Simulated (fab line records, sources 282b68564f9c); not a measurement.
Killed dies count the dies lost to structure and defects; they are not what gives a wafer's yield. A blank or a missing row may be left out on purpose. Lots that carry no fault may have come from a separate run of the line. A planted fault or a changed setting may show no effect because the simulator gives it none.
The tool behind it: which one? / flow rit_cmos / Sampling: 14 lots, 42 wafers, 3 of 202 route steps

## WHAT THE GAUGES READ, wafer by wafer
RIT_PWELL_TW_MEAS_10.
lot=L775; measured=day 1 22:55; on=film_metro-01; PWELL_TW=956 955 955
lot=L776; measured=day 2 04:04; on=film_metro-01; PWELL_TW=963 959 965
lot=L777; measured=day 2 09:26; on=film_metro-01; PWELL_TW=957 949 964
lot=L778; measured=day 2 14:49; on=film_metro-04; PWELL_TW=948 948 947
lot=L780; measured=day 2 23:50; on=film_metro-01; PWELL_TW=953 957 953
lot=L781; measured=day 3 04:33; on=film_metro-02; PWELL_TW=938 942 939
lot=L782; measured=day 3 10:01; on=film_metro-02; PWELL_TW=941 942 945
lot=L788; measured=day 4 16:01; on=film_metro-02; PWELL_TW=910 904 910 905 908 907
lot=L791; measured=day 5 07:12; on=film_metro-04; PWELL_TW=910 905 912 908 915 910
lot=L792; measured=day 5 13:32; on=film_metro-02; PWELL_TW=944 942 950
lot=L795; measured=day 6 03:38; on=film_metro-02; PWELL_TW=940 946 942
lot=L796; measured=day 6 08:23; on=film_metro-02; PWELL_TW=940 941 942
lot=L797; measured=day 6 13:38; on=film_metro-04; PWELL_TW=940 942 944
lot=L798; measured=day 6 19:06; on=film_metro-04; PWELL_TW=947 949 948

RIT_WELLDRIVE_RS_MEAS_02: measurement is done with a four-point probe.
lot=L775; measured=day 2 04:11; on=film_metro-04; PWELL_RS (ohm/sq)=428.8 429.0 428.8
lot=L776; measured=day 2 09:22; on=film_metro-04; PWELL_RS (ohm/sq)=427.5 430.8 429.3
lot=L777; measured=day 2 14:43; on=film_metro-01; PWELL_RS (ohm/sq)=428.0 429.0 428.6
lot=L778; measured=day 2 20:05; on=film_metro-01; PWELL_RS (ohm/sq)=430.6 430.1 429.5
lot=L780; measured=day 3 05:07; on=film_metro-01; PWELL_RS (ohm/sq)=427.5 429.7 429.9
lot=L781; measured=day 3 09:49; on=film_metro-01; PWELL_RS (ohm/sq)=430.6 430.0 430.7
lot=L782; measured=day 3 15:16; on=film_metro-01; PWELL_RS (ohm/sq)=429.4 429.1 429.1
lot=L788; measured=day 5 00:42; on=film_metro-02; PWELL_RS (ohm/sq)=458.6 458.5 457.7 457.2 458.2 456.6
lot=L791; measured=day 5 16:05; on=film_metro-01; PWELL_RS (ohm/sq)=461.2 461.2 460.2 460.4 461.9 459.5
lot=L792; measured=day 5 19:01; on=film_metro-01; PWELL_RS (ohm/sq)=428.8 428.8 429.1
lot=L795; measured=day 6 09:17; on=film_metro-01; PWELL_RS (ohm/sq)=429.2 430.3 430.0
lot=L796; measured=day 6 13:40; on=film_metro-01; PWELL_RS (ohm/sq)=429.1 428.2 428.3
lot=L797; measured=day 6 18:55; on=film_metro-01; PWELL_RS (ohm/sq)=431.1 429.3 429.0
lot=L798; measured=day 7 00:22; on=film_metro-01; PWELL_RS (ohm/sq)=426.6 428.1 429.2

## WHICH TOOL RAN EACH LOT (tool, then ch and the chambers of the sampled wafers, then the start)
lot=L775; RIT_PWELL_IMPLANT_08=implanter-04 ch 0, day 1 22:36
lot=L776; RIT_PWELL_IMPLANT_08=implanter-04 ch 0, day 2 03:47
lot=L777; RIT_PWELL_IMPLANT_08=implanter-03 ch 0, day 2 09:07
lot=L778; RIT_PWELL_IMPLANT_08=implanter-01 ch 0, day 2 14:31
lot=L780; RIT_PWELL_IMPLANT_08=implanter-03 ch 0, day 2 23:32
lot=L781; RIT_PWELL_IMPLANT_08=implanter-04 ch 0, day 3 04:14
lot=L782; RIT_PWELL_IMPLANT_08=implanter-04 ch 0, day 3 09:41
lot=L788; RIT_PWELL_IMPLANT_08=implanter-04 ch 0, day 4 15:43
lot=L791; RIT_PWELL_IMPLANT_08=implanter-04 ch 0, day 5 06:53
lot=L792; RIT_PWELL_IMPLANT_08=implanter-01 ch 0, day 5 13:12
lot=L795; RIT_PWELL_IMPLANT_08=implanter-03 ch 0, day 6 03:19
lot=L796; RIT_PWELL_IMPLANT_08=implanter-01 ch 0, day 6 08:05
lot=L797; RIT_PWELL_IMPLANT_08=implanter-03 ch 0, day 6 13:20
lot=L798; RIT_PWELL_IMPLANT_08=implanter-01 ch 0, day 6 18:47
- RIT_PWELL_IMPLANT_08

## AS READ BY THE TOOLS THEMSELVES (means over the sampled wafers that have a number; for cases with no such wafer, the mark the record gives instead)
RIT_PWELL_IMPLANT_08.
lot=L775; tool=implanter-04; beam_on_s (s)=10.08; faraday_current_uA=220
lot=L776; tool=implanter-04; beam_on_s (s)=10.10; faraday_current_uA=220
lot=L777; tool=implanter-03; beam_on_s (s)=9.97; faraday_current_uA=222
lot=L778; tool=implanter-01; beam_on_s (s)=10.00; faraday_current_uA=221
lot=L780; tool=implanter-03; beam_on_s (s)=9.88; faraday_current_uA=225
lot=L781; tool=implanter-04; beam_on_s (s)=10.29; faraday_current_uA=216
lot=L782; tool=implanter-04; beam_on_s (s)=9.99; faraday_current_uA=222
lot=L788; tool=implanter-04; beam_on_s (s)=8.87; faraday_current_uA=250
lot=L791; tool=implanter-04; beam_on_s (s)=8.83; faraday_current_uA=251
lot=L792; tool=implanter-01; beam_on_s (s)=10.00; faraday_current_uA=221
lot=L795; tool=implanter-03; beam_on_s (s)=9.86; faraday_current_uA=225
lot=L796; tool=implanter-01; beam_on_s (s)=9.84; faraday_current_uA=226
lot=L797; tool=implanter-03; beam_on_s (s)=9.93; faraday_current_uA=223
lot=L798; tool=implanter-01; beam_on_s (s)=9.97; faraday_current_uA=223

## THE ANSWER, worked out from the rows above alone
Rule: the usual values come from the lots themselves. Put in order of their means at a reading, lots are off if they are a third of the lots or fewer, leave a main group of 4 or more, and stand apart from it by a gap of 3 or more times the standard deviation of the main group's means; of several such gaps the widest counts. Not used: any main group whose means are identical at the precision the tables above print for the reading. A lot without any number at a reading at which 4 lots or more have one is off too. All remaining lots with rows at the step are treated as sound. The gauges are gone through in route order, then the tools' own readings, and for those a lot's mean is taken as printed above. The first step at which some lot is off is used, and at that step the reading that is off furthest; a lot without a number counts as furthest.
Off: L788, L791, seen at RIT_PWELL_TW_MEAS_10 (PWELL_TW). Main group: mean 948, sd 7.
A tool fits if, at a process step before that reading, it ran every lot that is off, and no sound lot after the first of them. Not tried: the gauges at RIT_PWELL_TW_MEAS_10; whatever is off there is also off at RIT_PWELL_IMPLANT_08, on other tools, and gauge error can't account for it. One candidate fits, namely implanter-04 at RIT_PWELL_IMPLANT_08. Its last sound lot is L782 (day 3 09:41), its first lot that is off L788 (day 4 15:43): a fault that began between those two fits.
The tool's own readings at RIT_PWELL_IMPLANT_08 bear it out: on the lots that are off they differ by more than 5 times the standard deviation of the sound lots' means. beam_on_s reads 8.85 s there against 9.99 s on the sound lots; faraday_current_uA reads 250 there against 222 on the sound lots.

## WHAT THE SIMULATOR PUT IN
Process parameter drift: implanter-04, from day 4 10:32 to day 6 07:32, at RIT_PWELL_IMPLANT_08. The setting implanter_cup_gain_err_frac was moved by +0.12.
Shown lots that were struck: L788, L791. The rule above reached the same finding.
